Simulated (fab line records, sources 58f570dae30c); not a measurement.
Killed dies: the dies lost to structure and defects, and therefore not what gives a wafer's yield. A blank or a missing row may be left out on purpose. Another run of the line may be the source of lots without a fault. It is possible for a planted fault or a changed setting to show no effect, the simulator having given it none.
Which tool did it? | flow berkeley cmos170 | 42 wafers from 14 lots sampled at 3 of the route's 331 steps

## WHAT EACH GAUGE READ, for each wafer
UCB170_M1_CD_MEAS_90: target cd 700 nm. Usual: cd nm at 699.3 nm, with a standard deviation of 1.8.
lot  | measured     | on        | cd nm (nm)        | flag
L438 | day 7 19:22  | cd sem-01 | 702.8 699.8 698.4 |
L440 | day 9 11:15  | cd sem-01 | 698.7 697.4 699.3 |
L441 | day 9 11:48  | cd sem-01 | 700.5 700.9 698.8 |
L444 | day 9 20:17  | cd sem-02 | 700.1 698.9 698.4 |
L443 | day 9 22:56  | cd sem-02 | 699.5 698.7 701.0 |
L448 | day 10 19:39 | cd sem-01 | 700.6 698.3 699.5 |
L451 | day 10 20:11 | cd sem-02 | 699.8 700.6 700.9 |
L450 | day 10 20:30 | cd sem-02 | 698.2 693.2 701.8 |
L449 | day 10 20:47 | cd sem-01 | 698.3 699.6 697.3 |
L454 | day 11 19:59 | cd sem-02 | 698.2 701.2 698.6 |
L455 | day 12 05:04 | cd sem-01 | 698.1 699.5 698.7 |
L458 | day 12 15:44 | cd sem-02 | 701.0 700.5 698.7 |
L457 | day 12 15:51 | cd sem-02 | 702.2 701.0 701.0 |
L461 | day 14 03:47 | cd sem-02 | 701.3 701.5 699.9 |

## WHAT TOOL EACH LOT RAN ON (gives the tool, then ch and the chambers of the sampled wafers, and finally the start)
lot  | UCB170_CONTACT_RTA_08            | UCB170_CONTACT_ETCH_17
L438 | rtp anneal-01 ch 0, day 7 15:18  | rie diel-01 ch 1,2,3, day 7 16:40
L440 | rtp anneal-02 ch 0, day 9 06:28  | rie diel-03 ch 0,1,2, day 9 08:23
L441 | rtp anneal-01 ch 0, day 9 06:28  | rie diel-02 ch 1,2,3, day 9 08:38
L444 | rtp anneal-01 ch 0, day 9 15:39  | rie diel-03 ch 0,1,3, day 9 16:55
L443 | rtp anneal-01 ch 0, day 9 18:31  | rie diel-03 ch 0,1,3, day 9 20:33
L448 | rtp anneal-02 ch 0, day 10 15:48 | rie diel-03 ch 0,2, day 10 17:27
L451 | rtp anneal-01 ch 0, day 10 16:24 | rie diel-01 ch 0,1,3, day 10 17:57
L450 | rtp anneal-02 ch 0, day 10 16:34 | rie diel-02 ch 0,2,3, day 10 18:04
L449 | rtp anneal-01 ch 0, day 10 16:49 | rie diel-03 ch 0,1,2, day 10 18:11
L454 | rtp anneal-02 ch 0, day 11 16:50 | rie diel-01 ch 0,1,2, day 11 17:54
L455 | rtp anneal-02 ch 0, day 11 23:41 | rie diel-01 ch 0,1,3, day 12 01:20
L458 | rtp anneal-01 ch 0, day 12 10:16 | rie diel-01 ch 0,2, day 12 11:23
L457 | rtp anneal-02 ch 0, day 12 10:38 | rie diel-03 ch 1,2,3, day 12 11:51
L461 | rtp anneal-01 ch 0, day 14 00:28 | rie diel-03 ch 2,3, day 14 01:40
- UCB170_CONTACT_RTA_08: time 10 s.
- UCB170_CONTACT_ETCH_17: etches BARC in N2/H2.

## WHAT THE TOOLS THEMSELVES READ (means of the sampled wafers that have a number; where no wafer has one, the mark that the record gives instead)
UCB170_CONTACT_RTA_08. Usual: lamp power pct 23.2 %, standard deviation 0.95; wafer_temp_C_max 903.1, standard deviation 0.85.
lot  | tool          | lamp power pct (%) | wafer_temp_C_max | flag
L438 | rtp anneal-01 | 22.3               | 902.3            |
L440 | rtp anneal-02 | 24.2               | 903.3            |
L441 | rtp anneal-01 | 22.3               | 902.9            |
L444 | rtp anneal-01 | 22.3               | 903.4            |
L443 | rtp anneal-01 | 22.3               | 902.5            |
L448 | rtp anneal-02 | 24.2               | 902.7            |
L451 | rtp anneal-01 | 22.3               | 902.8            |
L450 | rtp anneal-02 | 24.2               | 903.8            |
L449 | rtp anneal-01 | 22.3               | 902.3            |
L454 | rtp anneal-02 | 24.2               | 904.3            |
L455 | rtp anneal-02 | 24.2               | 904.2            |
L458 | rtp anneal-01 | 22.3               | 902.6            |
L457 | rtp anneal-02 | 24.2               | 904.0            |
L461 | rtp anneal-01 | 22.3               | 902.5            |

UCB170_CONTACT_ETCH_17. Usual: bias w 99.98 W, standard deviation 0.29; drypump motor current A 5.7 A, standard deviation 0.53; oes product au 1.002 a.u., standard deviation 0.014; throttle valve pct 13.27 %, standard deviation 0.16.
lot  | tool        | bias w (W) | drypump motor current A (A) | oes product au (a.u.) | throttle valve pct (%) | flag
L438 | rie diel-01 | 100.07     | 5.9                         | 1.005                 | 13.34                  |
L440 | rie diel-03 | 100.03     | 5.4                         | 0.997                 | 13.20                  |
L441 | rie diel-02 | 100.25     | 6.1                         | 1.020                 | 13.30                  |
L444 | rie diel-03 | 100.09     | 5.3                         | 1.001                 | 13.28                  |
L443 | rie diel-03 | 99.70      | 5.3                         | 1.002                 | 13.29                  |
L448 | rie diel-03 | 100.03     | 5.6                         | 0.993                 | 13.24                  |
L451 | rie diel-01 | 99.76      | 6.2                         | 0.991                 | 13.38                  |
L450 | rie diel-02 | 100.19     | 6.0                         | 1.008                 | 13.26                  |
L449 | rie diel-03 | 99.77      | 5.4                         | 1.001                 | 13.20                  |
L454 | rie diel-01 | 99.80      | 6.2                         | 0.991                 | 13.45                  |
L455 | rie diel-01 | 99.97      | 6.2                         | 0.999                 | 13.37                  |
L458 | rie diel-01 | 99.61      | 6.2                         | 0.993                 | 13.34                  |
L457 | rie diel-03 | 100.01     | 5.1                         | 1.014                 | 13.19                  |
L461 | rie diel-03 | 99.78      | 5.0                         | 1.015                 | 13.20                  |

## THE ANSWER, worked out from the rows above alone
Rule: a lot is off if the mean of its wafers that have a number lies more than 3 standard deviations from the usual mean. Also off: a lot with no number at a reading for which 4 or more lots have one. Where the step has rows for the other lots, those lots are counted as sound. The gauges are gone through in route order, then the tools' own readings, and for those a lot's mean is taken as printed above. At the first step where some lot is off, the reading lying furthest off is the one used; lots without a number count as furthest.
No lot is off at any reading shown: from this, nothing can be told.

## WHAT THE SIMULATOR HAD INSERTED
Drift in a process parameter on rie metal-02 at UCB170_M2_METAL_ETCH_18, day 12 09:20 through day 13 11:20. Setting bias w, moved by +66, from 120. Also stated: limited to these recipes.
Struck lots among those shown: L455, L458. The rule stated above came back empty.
